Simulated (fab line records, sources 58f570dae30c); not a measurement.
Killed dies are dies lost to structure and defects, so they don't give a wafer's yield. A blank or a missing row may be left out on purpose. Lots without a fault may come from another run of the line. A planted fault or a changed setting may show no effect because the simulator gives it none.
Which tool did it? | flow berkeley_cmos170 | 15 lots, 45 wafers sampled, at 4 steps of a route of 331

WHAT THE GAUGES READ, wafer by wafer
UCB170_NVT_TW_MEAS_09.
lot  | measured     | on            | NVT_TW
L168 | day 5 07:48  | film_metro-01 | 530 526 529
L169 | day 5 20:06  | film_metro-02 | 514 518 514
L170 | day 6 10:50  | film_metro-02 | 517 511 511
L171 | day 6 15:15  | film_metro-04 | 535 535 532
L172 | day 6 15:28  | film_metro-01 | 528 527 524
L175 | day 6 20:43  | film_metro-01 | 527 524 527
L180 | day 8 00:44  | film_metro-04 | 536 535 535
L183 | day 8 09:17  | film_metro-02 | 512 514 513
L185 | day 8 17:12  | film_metro-02 | 512 513 514
L186 | day 9 05:28  | film_metro-02 | 517 515 519
L187 | day 9 14:02  | film_metro-02 | 518 518 517
L188 | day 9 19:56  | film_metro-04 | 536 536 534
L190 | day 9 20:16  | film_metro-02 | 515 516 516
L189 | day 9 20:21  | film_metro-04 | 533 534 535
L191 | day 10 10:26 | film_metro-04 | 528 533 531

UCB170_CONTACT_CD_MEAS_90: target cd 700 nm.
lot  | measured     | on        | cd_nm (nm)
L168 | day 6 19:38  | cd_sem-02 | 700.8 699.1 700.4
L169 | day 7 13:27  | cd_sem-01 | 703.1 700.4 700.9
L170 | day 7 19:45  | cd_sem-01 | 701.4 700.6 700.9
L171 | day 8 08:09  | cd_sem-02 | - - -
L172 | day 8 08:15  | cd_sem-01 | - - -
L175 | day 8 03:32  | cd_sem-02 | - - -
L180 | day 9 14:12  | cd_sem-01 | 699.4 700.6 701.0
L183 | day 10 02:19 | cd_sem-01 | 698.3 698.7 699.6
L185 | day 10 02:11 | cd_sem-02 | 699.9 701.1 701.7
L186 | day 10 20:05 | cd_sem-02 | 700.6 699.3 702.5
L187 | day 11 02:09 | cd_sem-02 | 698.6 700.3 700.4
L188 | day 11 05:34 | cd_sem-01 | 700.2 702.6 698.9
L190 | day 11 07:40 | cd_sem-01 | 700.2 698.8 699.8
L189 | day 11 08:13 | cd_sem-02 | 699.3 699.3 697.8
L191 | day 11 18:39 | cd_sem-02 | 701.5 699.6 698.8

WHICH TOOL RAN EACH LOT (tool, then ch and the chambers of the sampled wafers, then the start)
lot  | UCB170_SDANNEAL_RTA_01           | UCB170_CONTACT_ETCH_18
L168 | rtp_anneal-01 ch 0, day 6 12:54  | rie_diel-04 ch 0,2, day 6 19:00
L169 | rtp_anneal-01 ch 0, day 7 06:43  | rie_diel-03 ch 1,2, day 7 13:00
L170 | rtp_anneal-02 ch 0, day 7 12:17  | rie_diel-04 ch 0,1,3, day 7 19:00
L171 | rtp_anneal-02 ch 0, day 7 22:43  | rie_diel-02 ch 1,3, day 8 07:00
L172 | rtp_anneal-02 ch 0, day 7 23:11  | rie_diel-04 ch 1,2,3, day 8 07:00
L175 | rtp_anneal-01 ch 0, day 7 22:16  | rie_diel-03 ch 0,1,3, day 8 03:00
L180 | rtp_anneal-01 ch 0, day 9 08:10  | rie_diel-04 ch 0,1,3, day 9 13:00
L183 | rtp_anneal-02 ch 0, day 9 19:31  | rie_diel-04 ch 1,3, day 10 02:00
L185 | rtp_anneal-01 ch 0, day 9 20:03  | rie_diel-02 ch 0,1,3, day 10 01:00
L186 | rtp_anneal-01 ch 0, day 10 12:39 | rie_diel-04 ch 0,2, day 10 19:00
L187 | rtp_anneal-02 ch 0, day 10 20:14 | rie_diel-04 ch 2,3, day 11 01:00
L188 | rtp_anneal-02 ch 0, day 11 00:33 | rie_diel-02 ch 0,1,3, day 11 05:00
L190 | rtp_anneal-01 ch 0, day 11 00:43 | rie_diel-03 ch 0,1,2, day 11 07:00
L189 | rtp_anneal-01 ch 0, day 11 00:56 | rie_diel-04 ch 0,2,3, day 11 07:00
L191 | rtp_anneal-02 ch 0, day 11 12:17 | rie_diel-03 ch 0,1, day 11 18:00
- UCB170_SDANNEAL_RTA_01: time 5 s.
- UCB170_CONTACT_ETCH_18: etches PSG in CHF3/CF4/Ar, stops on TiSi2, target depth 840 nm, time 195 s.

WHAT THE TOOLS THEMSELVES READ (means of the sampled wafers that have a number; where no wafer has one, the mark that the record gives instead)
UCB170_SDANNEAL_RTA_01.
lot  | tool          | lamp_power_pct (%) | wafer_temp_C_max
L168 | rtp_anneal-01 | 38.2               | 1054.3
L169 | rtp_anneal-01 | 38.3               | 1055.3
L170 | rtp_anneal-02 | 43.0               | 1054.8
L171 | rtp_anneal-02 | 43.0               | 1056.2
L172 | rtp_anneal-02 | 43.0               | 1055.0
L175 | rtp_anneal-01 | 38.3               | 1055.0
L180 | rtp_anneal-01 | 38.3               | 1055.2
L183 | rtp_anneal-02 | 43.0               | 1054.8
L185 | rtp_anneal-01 | 38.3               | 1054.3
L186 | rtp_anneal-01 | 38.3               | 1055.9
L187 | rtp_anneal-02 | 43.0               | 1055.2
L188 | rtp_anneal-02 | 43.0               | 1055.3
L190 | rtp_anneal-01 | 38.2               | 1055.5
L189 | rtp_anneal-01 | 38.3               | 1054.8
L191 | rtp_anneal-02 | 43.0               | 1054.1

UCB170_CONTACT_ETCH_18.
lot  | tool        | CHF3_flow_sccm (sccm) | cf4_flow_sccm (sccm) | drypump_motor_current_A (A) | oes_product_au (a.u.) | throttle_valve_pct (%)
L168 | rie_diel-04 | 44.94                 | 14.99                | 6.0                         | 0.908                 | 6.86
L169 | rie_diel-03 | 45.00                 | 15.04                | 5.5                         | 0.906                 | 6.76
L170 | rie_diel-04 | 44.96                 | 14.96                | 5.5                         | 0.914                 | 6.98
L171 | rie_diel-02 | -                     | -                    | -                           | -                     | -
L172 | rie_diel-04 | -                     | -                    | -                           | -                     | -
L175 | rie_diel-03 | -                     | -                    | -                           | -                     | -
L180 | rie_diel-04 | 44.93                 | 14.99                | 5.5                         | 0.899                 | 6.99
L183 | rie_diel-04 | 44.90                 | 14.98                | 5.4                         | 0.893                 | 6.93
L185 | rie_diel-02 | 45.01                 | 15.01                | 5.4                         | 0.906                 | 6.87
L186 | rie_diel-04 | 44.92                 | 15.00                | 5.8                         | 0.914                 | 6.98
L187 | rie_diel-04 | 44.98                 | 15.06                | 6.0                         | 0.910                 | 6.85
L188 | rie_diel-02 | 44.94                 | 14.99                | 5.4                         | 0.897                 | 6.86
L190 | rie_diel-03 | 44.95                 | 14.96                | 5.3                         | 0.896                 | 6.77
L189 | rie_diel-04 | 44.97                 | 15.05                | 5.9                         | 0.920                 | 6.93
L191 | rie_diel-03 | 44.84                 | 14.96                | 5.3                         | 0.887                 | 6.82

THE ANSWER, worked out from the rows above alone
Rule: what is usual is taken from the lots themselves. Put in order of their means at a reading, lots are off if they are a third of the lots or fewer, leave a main group of 4 or more, and stand apart from it by a gap of 3 or more times the standard deviation of the main group's means; of several such gaps the widest counts. A main group whose means are all the same, to the digits that the tables above print for the reading, isn't used. A lot without any number at a reading at which 4 lots or more have one is off too. The other lots that the step has rows for count as sound. The gauges are gone through in route order, then the tools' own readings, and for those a lot's mean is taken as printed above. The first step at which some lot is off is used, and at that step the reading that is off furthest; a lot without a number counts as furthest.
Off: L171, L172, L175, at UCB170_CONTACT_CD_MEAS_90 (cd_nm). Without a number there: L171, L172, L175. The main group: mean 700.2 nm, standard deviation 0.79.
A tool fits if, at a process step before that reading, it ran every lot that is off, and no sound lot after the first of them. The gauges at UCB170_CONTACT_CD_MEAS_90 aren't tried: what is off there is off at UCB170_CONTACT_ETCH_18 too, on other tools, and a gauge's error can't cause that. None of those tried fits.

WHAT THE SIMULATOR HAD PUT IN
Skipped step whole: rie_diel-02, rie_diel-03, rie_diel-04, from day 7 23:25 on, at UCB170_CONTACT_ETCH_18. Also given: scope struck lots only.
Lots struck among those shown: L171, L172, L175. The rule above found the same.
